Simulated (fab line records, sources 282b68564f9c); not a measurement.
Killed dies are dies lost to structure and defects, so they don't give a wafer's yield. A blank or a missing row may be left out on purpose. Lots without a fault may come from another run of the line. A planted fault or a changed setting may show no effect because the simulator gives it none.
fab line records | flow rit_cmos
record lots=14 wafers=42 last_day=7
route steps=202 shown PLDD@123 PSD@151 M1@198
lots that met no fault: from a run of the same line without faults
start_h: hours from the record's first day to the start of the lot's first wafer shown | wait_h: hours since the lot's step before | " the same as in the row above | L1.1+2: a row that stands for several wafers | - no value, or no start given | * or withheld: withheld | < > ~ a bound
route shown NAME@n: a module of which the file shows steps, and the number in the route of the first | usual: mean/standard deviation of fault-free wafers | same: alike in all rows | chamber/n: place in a boat | sites: the reading at each site | _std_site: their standard deviation | _edge_site: outer sites' mean less inner sites' | radius_mm: how far each site lies from the wafer's centre | mask NAME#n: copy n | behind: the tool/chamber that last shaped the wafer | hold: why the lot was held/for how many hours/how that ended | device: the transistor (n, p or np) that didn't switch | end of line: the same wafers' tests at the end of the route | a step without rows: its recipe alone | killed: dies lost to structure and defects at the first sort, not the wafer's yield | map: a wafer's dies, x killed, . not, _ none there
set.NAME: the setting as run; set.NAME@STEP: as run at that earlier step | model.NAME: the simulator's own value behind a step, which no gauge read
steps of the route over a sample of lots; a table a step, a row a wafer
services: from which hour (start_h, from the record's first day; less than 0 if before it) a tool's chamber was out of use, for how many hours, and why
## steps
# step RIT_PLDD_STRIP_09
# recipe chemistry=O2 time_s=180 resist=NOVOLAK platen_temp_c=withheld power_w=500 pressure_mtorr=4000 o2_flow_sccm=4000
# usual drypump_motor_current_A=5.5/0.55 run_length_s=208.6/0.52
# columns lot.wafer tool chamber start_h wait_h drypump_motor_current_A rf_hours_counter_h run_length_s
L201.4 plasma_asher-01 1 44.00 0.1 4.8 - 209.4
L201.5 " 0 " " 5.2 - 208.5
L201.6 " 1 " " 4.8 - 208.8
L202.2 plasma_asher-02 1 47.32 0.1 6.2 40 209.5
L202.3 " 0 " " 5.3 - 207.6
L202.5 " 0 " " 5.3 - 207.6
L203.1 plasma_asher-01 1 54.53 0.1 4.8 26 209.3
L203.3 " 0 " " 5.2 - 208.6
L203.5 " 1 " " 4.8 - 209.0
L204.1 plasma_asher-03 0 57.66 0.1 6.3 40 208.8
L204.2 " 1 " " 5.0 40 208.4
L204.6 " 0 " " 6.3 - 208.9
L206.1 plasma_asher-03 0 68.00 0.1 6.3 41 209.2
L206.4 " 1 " " 5.0 - 208.2
L206.6 " 1 " " 5.0 - 208.2
L208.1 plasma_asher-02 1 80.91 0.1 6.2 44 209.1
L208.3 " 1 " " 6.2 - 208.9
L208.5 " 0 " " 5.3 - 207.6
L211.4 plasma_asher-02 0 95.29 0.1 5.3 - 207.8
L211.5 " 0 " " 5.3 - 207.6
L211.6 " 1 " " 6.2 - 208.9
L215.1 plasma_asher-02 0 121.59 0.1 5.3 0 208.1
L215.3 " 0 " " 5.3 - 208.0
L215.4 " 1 " " 6.1 - 209.0
L216.1 plasma_asher-03 0 127.15 0.1 6.2 47 209.2
L216.3 " 0 " " 6.2 - 209.2
L216.6 " 1 " " 5.0 - 208.3
L218.2 plasma_asher-02 1 134.78 0.1 6.2 2 208.9
L218.5 " 1 " " 6.2 - 209.5
L218.6 " 0 " " 5.3 - 207.7
L219.1 plasma_asher-02 1 141.38 0.2 6.2 3 209.1
L219.4 " 0 " " 5.3 - 208.0
L219.5 " 1 " " 6.2 - 208.9
L220.3 plasma_asher-03 1 146.84 0.1 5.0 - 208.3
L220.5 " 0 " " 6.3 - 208.9
L220.6 " 1 " " 5.1 - 208.0
L223.3 plasma_asher-03 1 157.86 0.1 5.0 - 208.0
L223.4 " 0 " " 6.2 - 208.8
L223.6 " 0 " " 6.3 - 209.0
L224.3 plasma_asher-02 0 159.79 0.1 5.3 - 207.9
L224.4 " 1 " " 6.2 - 208.7
L224.5 " 0 " " 5.3 - 207.7
# step RIT_PSD_STRIP_09
# recipe chemistry=O2 time_s=180 resist=NOVOLAK platen_temp_c=withheld power_w=500 pressure_mtorr=4000 o2_flow_sccm=4000
# usual drypump_motor_current_A=5.6/0.64 run_length_s=208.5/0.6
# columns lot.wafer tool chamber start_h wait_h drypump_motor_current_A rf_hours_counter_h run_length_s
L201.4 plasma_asher-04 1 49.46 0.1 6.5 - 208.0
L201.5 " 0 " " 5.0 - 209.3
L201.6 " 1 " " 6.6 - 207.8
L202.2 plasma_asher-04 1 52.78 0.1 6.6 42 207.4
L202.3 " 0 " " 5.0 - 208.6
L202.5 " 0 " " 5.0 - 208.6
L203.1 plasma_asher-01 0 60.00 0.1 5.2 27 208.6
L203.3 " 1 " " 4.8 - 208.9
L203.5 " 1 " " 4.8 - 209.6
L204.1 plasma_asher-04 1 63.32 0.1 6.5 43 207.6
L204.2 " 0 " " 4.9 43 208.6
L204.6 " 1 " " 6.5 - 207.8
L206.1 plasma_asher-02 1 73.48 0.1 6.2 43 209.4
L206.4 " 0 " " 5.3 - 207.6
L206.6 " 1 " " 6.1 - 208.9
L208.1 plasma_asher-02 0 86.43 0.1 5.3 45 207.9
L208.3 " 0 " " 5.3 - 207.9
L208.5 " 0 " " 5.3 - 208.2
L211.4 plasma_asher-01 0 100.91 0.1 5.2 - 209.0
L211.5 " 0 " " 5.2 - 208.5
L211.6 " 1 " " 4.8 - 209.1
L215.1 plasma_asher-01 0 127.15 0.1 5.2 33 209.0
L215.3 " 1 " " 4.8 - 208.8
L215.4 " 0 " " 5.2 - 208.5
L216.1 plasma_asher-02 0 132.89 0.1 5.3 1 207.9
L216.3 " 1 " " 6.1 - 209.3
L216.6 " 0 " " 5.3 - 207.8
L218.2 plasma_asher-02 0 140.66 0.1 5.3 3 208.3
L218.5 " 0 " " 5.3 - 207.9
L218.6 " 1 " " 6.2 - 208.7
L219.1 plasma_asher-04 0 147.00 0.1 5.0 52 209.0
L219.4 " 0 " " 5.0 - 208.7
L219.5 " 0 " " 5.0 - 208.9
L220.3 plasma_asher-04 0 153.01 0.1 4.9 - 208.9
L220.5 " 0 " " 4.9 - 208.9
L220.6 " 1 " " 6.6 - 207.5
L223.3 plasma_asher-01 0 163.75 0.1 5.2 - 208.9
L223.4 " 1 " " 4.8 - 209.1
L223.6 " 1 " " 4.8 - 209.1
L224.3 plasma_asher-02 1 165.40 0.1 6.2 - 208.8
L224.4 " 0 " " 5.3 - 207.7
L224.5 " 1 " " 6.2 - 208.9
# step RIT_M1_STRIP_14
# recipe chemistry=O2 time_s=180 platen_temp_c=withheld power_w=500 pressure_mtorr=4000 o2_flow_sccm=4000
# usual drypump_motor_current_A=5.5/0.56 run_length_s=208.6/0.52
# columns lot.wafer tool chamber start_h wait_h drypump_motor_current_A rf_hours_counter_h run_length_s
L201.4 plasma_asher-03 1 55.69 0.1 5.0 - 208.2
L201.5 " 0 " " 6.2 - 209.0
L201.6 " 1 " " 5.0 - 208.1
L202.2 plasma_asher-02 1 59.03 0.0 6.2 41 208.6
L202.3 " 1 " " 6.2 - 208.8
L202.5 " 1 " " 6.2 - 209.0
L203.1 plasma_asher-02 1 66.22 0.0 6.1 42 209.0
L203.3 " 0 " " 5.3 - 208.2
L203.5 " 0 " " 5.3 - 207.5
L204.1 plasma_asher-03 1 69.68 0.0 5.0 41 208.2
L204.2 " 0 " " 6.3 41 208.9
L204.6 " 1 " " 5.0 - 208.3
L206.1 plasma_asher-03 1 79.66 0.0 5.1 42 208.0
L206.4 " 0 " " 6.3 - 208.7
L206.6 " 1 " " 5.1 - 208.3
L208.1 plasma_asher-01 1 92.53 0.0 4.8 30 208.8
L208.3 " 0 " " 5.2 - 208.9
L208.5 " 1 " " 4.8 - 208.9
L211.4 plasma_asher-01 0 107.01 0.1 5.2 - 208.5
L211.5 " 0 " " 5.2 - 208.8
L211.6 " 1 " " 4.8 - 209.5
L215.1 plasma_asher-02 0 134.26 0.0 5.3 2 207.5
L215.3 " 0 " " 5.3 - 207.9
L215.4 " 1 " " 6.2 - 238.7
L216.1 plasma_asher-03 1 139.05 0.0 5.0 48 208.4
L216.3 " 0 " " 6.3 - 208.9
L216.6 " 1 " " 5.0 - 208.3
L218.2 plasma_asher-02 0 146.95 0.0 5.3 4 207.8
L218.5 " 1 " " 6.2 - 238.9
L218.6 " 0 " " 5.3 - 207.9
L219.1 plasma_asher-03 0 153.50 0.0 6.3 50 209.0
L219.4 " 0 " " 6.2 - 209.1
L219.5 " 0 " " 6.3 - 209.2
L220.3 plasma_asher-03 0 159.04 0.1 6.3 - 209.3
L220.5 " 1 " " 5.0 - 208.3
L220.6 " 0 " " 6.3 - 209.2
L223.3 plasma_asher-01 0 170.04 0.1 5.2 - 209.0
L223.4 " 1 " " 4.8 - 208.8
L223.6 " 0 " " 5.2 - 208.8
L224.3 plasma_asher-03 0 171.68 0.1 6.2 - 209.5
L224.4 " 1 " " 5.1 - 208.2
L224.5 " 1 " " 5.1 - 208.1
# step RIT_M1_CD_MEAS_90
# recipe target_cd_nm=2600
# usual cd_nm=2600.2/2.1
# columns lot.wafer tool chamber start_h wait_h cd_nm
L201.4 cd_sem-02 - 55.86 0.1 2602.2
L201.5 " - " " 2601.9
L201.6 " - " " 2603.6
L202.2 cd_sem-01 - 59.22 0.1 2602.5
L202.3 " - " " 2598.2
L202.5 " - " " 2598.4
L203.1 cd_sem-02 - 66.39 0.1 2601.6
L203.3 " - " " 2602.7
L203.5 " - " " 2601.1
L204.1 cd_sem-01 - 69.85 0.1 2595.3
L204.2 " - " " 2600.1
L204.6 " - " " 2597.2
L206.1 cd_sem-02 - 79.83 0.1 2599.4
L206.4 " - " " 2598.8
L206.6 " - " " 2597.3
L208.1 cd_sem-01 - 92.70 0.1 2603.8
L208.3 " - " " 2602.4
L208.5 " - " " 2602.1
L211.4 cd_sem-01 - 107.18 0.1 2601.6
L211.5 " - " " 2600.6
L211.6 " - " " 2598.3
L215.1 cd_sem-02 - 134.44 0.1 2603.1
L215.3 " - " " 2603.4
L215.4 " - " " 2599.7
L216.1 cd_sem-02 - 139.22 0.1 2599.0
L216.3 " - " " 2596.2
L216.6 " - " " 2597.0
L218.2 cd_sem-02 - 147.14 0.1 2599.9
L218.5 " - " " 2600.5
L218.6 " - " " 2599.5
L219.1 cd_sem-02 - 153.68 0.1 2599.8
L219.4 " - " " 2598.6
L219.5 " - " " 2600.1
L220.3 cd_sem-02 - 159.20 0.1 2598.6
L220.5 " - " " 2601.7
L220.6 " - " " 2600.8
L223.3 cd_sem-02 - 170.20 0.1 2599.3
L223.4 " - " " 2598.3
L223.6 " - " " 2599.2
L224.3 cd_sem-02 - 171.83 0.1 2601.5
L224.4 " - " " 2601.3
L224.5 " - " " 2599.4
# step RIT_M1_PROBE_99
# usual defect_limited_yield=97.5/1 killed_at_contacts=0.1/0.24 killed_at_front_end=6.6/2.7 killed_dies=6.6/2.7 killed_open=3.3/1.8 killed_short=3.4/1.9 sort_bin_3_pad_short=0.1/0.19 sort_bin_5_function=1.5/0.78 sort_bin_6_memory=0.9/0.63 sort_n_pass=257.4/2.7 sort_yield_pct=97.5/1
# same gross_dies=264 killed_at_M0_to_M3=0 killed_at_M4_up=0 killed_at_back_side=0 killed_at_other=0
# columns lot.wafer tool chamber start_h wait_h defect_limited_yield[%] killed_at_contacts killed_at_front_end killed_dies killed_open killed_short sort_bin_3_pad_short[%] sort_bin_5_function[%] sort_bin_6_memory[%] sort_n_pass sort_yield_pct[%]
L201.4 prober-01 - 57.69 0.2 96.6 0 9 9 3 6 0 1.1 2.3 255.0 96.6
L201.5 prober-01 - 57.74 0.2 97.0 0 8 8 3 5 0.4 1.5 1.1 256.0 97.0
L201.6 prober-01 - 57.79 0.2 96.6 0 9 9 3 6 0.4 1.9 1.1 255.0 96.6
L202.2 prober-02 - 61.73 0.1 97.7 0 6 6 5 1 0 1.9 0.4 258.0 97.7
L202.3 prober-02 - 61.78 0.2 96.6 0 9 9 5 4 0 2.7 0.8 255.0 96.6
L202.5 prober-02 - 61.88 0.2 97.7 0 6 6 4 2 0 1.1 1.1 258.0 97.7
L203.1 prober-01 - 68.13 0.1 97.3 0 7 7 5 2 0 2.3 0.4 257.0 97.3
L203.3 prober-01 - 68.23 0.2 97.0 0 8 8 3 5 0.4 2.3 0.4 256.0 97.0
L203.5 prober-01 - 68.33 0.2 97.0 0 8 8 4 4 0 2.7 0.4 256.0 97.0
L204.1 prober-02 - 71.59 0.1 96.6 0 9 9 5 4 0 1.9 1.5 255.0 96.6
L204.2 prober-02 - 71.64 0.1 97.7 0 6 6 2 4 0 1.5 0.8 258.0 97.7
L204.6 prober-02 - 71.84 0.2 98.9 0 3 3 0 3 0.8 0.4 0 261.0 98.9
L206.1 prober-02 - 82.81 0.1 94.7 0 14 14 8 6 0.8 3.0 1.5 250.0 94.7
L206.4 prober-02 - 82.96 0.2 97.3 0 7 7 4 3 0 1.9 0.8 257.0 97.3
L206.6 prober-02 - 83.06 0.2 96.6 0 9 9 5 4 0 1.5 1.9 255.0 96.6
L208.1 prober-02 - 94.95 0.1 98.5 0 4 4 0 4 0.4 0.4 0.8 260.0 98.5
L208.3 prober-02 - 95.05 0.2 98.5 0 4 4 1 3 0 0.8 0.8 260.0 98.5
L208.5 prober-02 - 95.15 0.2 96.6 0 9 9 4 5 0 2.7 0.8 255.0 96.6
L211.4 prober-01 - 109.69 0.2 98.1 0 5 5 4 1 0 1.1 0.8 259.0 98.1
L211.5 prober-01 - 109.74 0.2 96.6 0 9 9 5 4 0 1.9 1.5 255.0 96.6
L211.6 prober-01 - 109.79 0.2 98.9 0 3 3 1 2 0 0.8 0.4 261.0 98.9
L215.1 prober-01 - 136.37 0.1 98.5 0 4 4 2 2 0 0.8 0.8 260.0 98.5
L215.3 prober-01 - 136.47 0.2 96.6 0 9 9 4 5 0 2.3 1.1 255.0 96.6
L215.4 prober-01 - 136.52 0.2 96.6 0 9 9 5 4 0 3.0 0.4 255.0 96.6
L216.1 prober-02 - 140.96 0.1 95.8 0 11 11 4 7 0 2.3 1.9 253.0 95.8
L216.3 prober-02 - 141.06 0.2 97.3 0 7 7 3 4 0 2.3 0.4 257.0 97.3
L216.6 prober-02 - 141.21 0.2 97.3 1 6 7 5 2 0 1.9 0.8 257.0 97.3
L218.2 prober-02 - 149.48 0.1 96.2 0 10 10 2 8 0 3.4 0.4 254.0 96.2
L218.5 prober-02 - 149.63 0.2 97.3 0 7 7 2 5 0 1.9 0.8 257.0 97.3
L218.6 prober-02 - 149.68 0.2 97.0 0 8 8 3 5 0 1.9 1.1 256.0 97.0
L219.1 prober-01 - 155.42 0.1 96.6 0 9 9 7 2 0.4 2.3 0.8 255.0 96.6
L219.4 prober-01 - 155.57 0.2 95.5 1 11 12 4 8 0.4 2.3 1.9 252.0 95.5
L219.5 prober-01 - 155.62 0.2 98.5 0 4 4 2 2 0 1.5 0 260.0 98.5
L220.3 prober-02 - 161.00 0.2 96.6 0 9 9 5 4 0.4 1.9 1.1 255.0 96.6
L220.5 prober-02 - 161.10 0.2 98.1 0 5 5 1 4 0 1.1 0.8 259.0 98.1
L220.6 prober-02 - 161.15 0.2 98.5 0 4 4 2 2 0 0.8 0.8 260.0 98.5
L223.3 prober-01 - 172.00 0.2 98.1 0 5 5 2 3 0 0.8 1.1 259.0 98.1
L223.4 prober-01 - 172.05 0.2 98.9 0 3 3 1 2 0 0.4 0.8 261.0 98.9
L223.6 prober-01 - 172.15 0.2 97.3 1 6 7 4 3 0.4 1.5 0.8 257.0 97.3
L224.3 prober-02 - 173.63 0.2 97.3 0 7 7 1 6 0 1.5 1.1 257.0 97.3
L224.4 prober-02 - 173.68 0.2 96.6 0 9 9 4 5 0 1.5 1.9 255.0 96.6
L224.5 prober-02 - 173.73 0.2 98.1 1 4 5 5 0 0 1.5 0.4 259.0 98.1
# killed by level:class
L201.4 SPACER:geometric_particle:short=3 SILICIDE:geometric_particle:open=2 SILICIDE:geometric_particle:short=2 GATE:geometric_particle:short=1 REOX:geometric_particle:open=1
L201.5 REOX:geometric_particle:short=2 FOX1:geometric_particle:short=1 FOX1:geometric_particle:open=1 FOX2:geometric_particle:open=1 GATE:geometric_particle:open=1 SPACER:geometric_particle:short=1 SILICIDE:geometric_particle:short=1
L201.6 GATE:geometric_particle:short=2 REOX:geometric_particle:short=2 FOX1:geometric_particle:open=1 FOX2:geometric_particle:short=1 GATE:geometric_particle:open=1 SPACER:geometric_particle:open=1 SILICIDE:geometric_particle:short=1
L202.2 SPACER:geometric_particle:open=4 GATE:geometric_particle:open=1 SPACER:geometric_particle:short=1
L202.3 FOX2:geometric_particle:short=2 FOX2:geometric_particle:open=2 REOX:geometric_particle:open=1 FOX1:geometric_particle:open=1 SPACER:geometric_particle:open=1 SPACER:geometric_particle:short=1 SILICIDE:geometric_particle:short=1
L202.5 SILICIDE:geometric_particle:open=2 FOX1:geometric_particle:open=1 FOX2:geometric_particle:open=1 REOX:geometric_particle:short=1 SILICIDE:geometric_particle:short=1
L203.1 GATE:geometric_particle:open=4 FOX1:geometric_particle:open=1 FOX2:geometric_particle:short=1 GATE:geometric_particle:short=1
L203.3 FOX2:geometric_particle:short=2 FOX1:geometric_particle:open=1 GATE:geometric_particle:open=1 GATE:geometric_particle:short=1 REOX:geometric_particle:open=1 SPACER:geometric_particle:short=1 SILICIDE:geometric_particle:short=1
L203.5 GATE:geometric_particle:short=3 GATE:geometric_particle:open=2 FOX2:geometric_particle:open=1 REOX:geometric_particle:open=1 SILICIDE:geometric_particle:short=1
L204.1 FOX1:geometric_particle:open=2 GATE:geometric_particle:short=2 SILICIDE:geometric_particle:open=2 REOX:geometric_particle:open=1 REOX:geometric_particle:short=1 SPACER:geometric_particle:short=1
L204.2 SPACER:geometric_particle:short=3 FOX1:geometric_particle:open=1 GATE:geometric_particle:short=1 GATE:geometric_particle:open=1
L204.6 GATE:geometric_particle:short=3
L206.1 GATE:geometric_particle:short=3 GATE:geometric_particle:open=2 REOX:geometric_particle:open=2 SPACER:geometric_particle:open=2 SILICIDE:geometric_particle:short=2 FOX1:geometric_particle:open=1 FOX2:geometric_particle:open=1 REOX:geometric_particle:short=1
L206.4 GATE:geometric_particle:short=2 GATE:geometric_particle:open=1 REOX:geometric_particle:open=1 REOX:geometric_particle:short=1 SPACER:geometric_particle:open=1 SILICIDE:geometric_particle:open=1
L206.6 SILICIDE:geometric_particle:open=3 REOX:geometric_particle:open=2 SPACER:geometric_particle:short=2 FOX1:geometric_particle:short=1 GATE:geometric_particle:short=1
L208.1 GATE:geometric_particle:short=3 SPACER:geometric_particle:short=1
L208.3 GATE:geometric_particle:short=2 FOX2:geometric_particle:short=1 GATE:geometric_particle:open=1
L208.5 GATE:geometric_particle:short=3 SPACER:geometric_particle:open=2 FOX1:geometric_particle:short=1 FOX1:geometric_particle:open=1 FOX2:geometric_particle:short=1 GATE:geometric_particle:open=1
L211.4 FOX2:geometric_particle:open=2 GATE:geometric_particle:open=1 REOX:geometric_particle:short=1 SPACER:geometric_particle:open=1
L211.5 FOX1:geometric_particle:open=2 FOX1:geometric_particle:short=1 FOX2:geometric_particle:short=1 GATE:geometric_particle:short=1 GATE:geometric_particle:open=1 REOX:geometric_particle:open=1 REOX:geometric_particle:short=1 SILICIDE:geometric_particle:open=1
L211.6 FOX2:geometric_particle:short=1 GATE:geometric_particle:short=1 REOX:geometric_particle:open=1
L215.1 FOX1:geometric_particle:open=1 REOX:geometric_particle:short=1 SPACER:geometric_particle:short=1 SPACER:geometric_particle:open=1
L215.3 GATE:geometric_particle:short=4 GATE:geometric_particle:open=3 SPACER:geometric_particle:open=1 SPACER:geometric_particle:short=1
L215.4 SPACER:geometric_particle:open=4 FOX1:geometric_particle:short=2 FOX1:geometric_particle:open=1 GATE:geometric_particle:short=1 SILICIDE:geometric_particle:short=1
L216.1 GATE:geometric_particle:short=3 GATE:geometric_particle:open=2 FOX1:geometric_particle:short=1 FOX2:geometric_particle:short=1 FOX2:geometric_particle:open=1 REOX:geometric_particle:short=1 SPACER:geometric_particle:open=1 SILICIDE:geometric_particle:short=1
L216.3 FOX2:geometric_particle:open=2 GATE:geometric_particle:short=2 REOX:geometric_particle:short=1 REOX:geometric_particle:open=1 SILICIDE:geometric_particle:short=1
L216.6 GATE:geometric_particle:open=2 SILICIDE:geometric_particle:open=2 FOX2:geometric_particle:open=1 FOX2:geometric_particle:short=1 CONTACT:geometric_particle:short=1
L218.2 SILICIDE:geometric_particle:short=3 FOX1:geometric_particle:short=2 GATE:geometric_particle:short=2 GATE:geometric_particle:open=1 REOX:geometric_particle:short=1 REOX:geometric_particle:open=1
L218.5 GATE:geometric_particle:short=3 FOX1:geometric_particle:short=1 GATE:geometric_particle:open=1 REOX:geometric_particle:short=1 SILICIDE:geometric_particle:open=1
L218.6 GATE:geometric_particle:open=3 FOX1:geometric_particle:short=2 FOX2:geometric_particle:short=1 SPACER:geometric_particle:short=1 SILICIDE:geometric_particle:short=1
L219.1 GATE:geometric_particle:open=3 SILICIDE:geometric_particle:open=2 FOX2:geometric_particle:open=1 GATE:geometric_particle:short=1 REOX:geometric_particle:open=1 SILICIDE:geometric_particle:short=1
L219.4 GATE:geometric_particle:short=4 FOX1:geometric_particle:short=3 FOX2:geometric_particle:open=2 GATE:geometric_particle:open=1 SILICIDE:geometric_particle:short=1 CONTACT:geometric_particle:open=1
L219.5 FOX1:geometric_particle:short=1 FOX1:geometric_particle:open=1 FOX2:geometric_particle:open=1 GATE:geometric_particle:short=1
L220.3 FOX1:geometric_particle:short=2 FOX2:geometric_particle:open=2 GATE:geometric_particle:open=2 GATE:geometric_particle:short=1 REOX:geometric_particle:short=1 SILICIDE:geometric_particle:open=1
L220.5 GATE:geometric_particle:short=3 FOX1:geometric_particle:short=1 REOX:geometric_particle:open=1
L220.6 FOX2:geometric_particle:open=1 REOX:geometric_particle:short=1 SILICIDE:geometric_particle:short=1 SILICIDE:geometric_particle:open=1
L223.3 FOX1:geometric_particle:short=2 FOX1:geometric_particle:open=1 GATE:geometric_particle:open=1 GATE:geometric_particle:short=1
L223.4 GATE:geometric_particle:short=1 GATE:geometric_particle:open=1 SPACER:geometric_particle:short=1
L223.6 GATE:geometric_particle:short=2 GATE:geometric_particle:open=2 FOX1:geometric_particle:open=1 FOX1:geometric_particle:short=1 CONTACT:geometric_particle:open=1
L224.3 GATE:geometric_particle:short=3 FOX1:geometric_particle:short=2 FOX2:geometric_particle:short=1 REOX:geometric_particle:open=1
L224.4 GATE:geometric_particle:short=4 GATE:geometric_particle:open=2 FOX1:geometric_particle:open=1 FOX2:geometric_particle:open=1 SPACER:geometric_particle:short=1
L224.5 GATE:geometric_particle:open=2 SPACER:geometric_particle:open=2 CONTACT:geometric_particle:open=1
## services
# columns tool chamber start_h hours kind
plasma_asher-04 - 39.45 0.6 repair
plasma_asher-01 - 73.99 2.6 repair
plasma_asher-02 - 108.75 9.0 pm
plasma_asher-02 0 108.75 9.0 vent_cycle
plasma_asher-02 1 108.75 9.0 vent_cycle
plasma_asher-03 - 111.94 2.0 repair
plasma_asher-02 0 117.75 - clean
plasma_asher-02 1 117.75 - clean
plasma_asher-01 - 137.35 4.3 pm
plasma_asher-03 - 139.40 2.8 pm
## key
first_sign step=RIT_M1_STRIP_14 reading=run_length_s direction=up sigmas=58 usual=* struck=*
effect none on later readings
met_at RIT_M1_STRIP_14
struck_lots L215,L218
struck_wafers L215.4,L218.5
not_acting_at RIT_PLDD_STRIP_09,RIT_PSD_STRIP_09,RIT_M1_CD_MEAS_90
onset_between 66.22 134.26
fault kind=process_parameter_drift tool=plasma_asher-02 chamber=1 onset_h=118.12 steps=RIT_M1_STRIP_14 channel=time_s offset=* shape=step end_h=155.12 acts_in=* stated=*
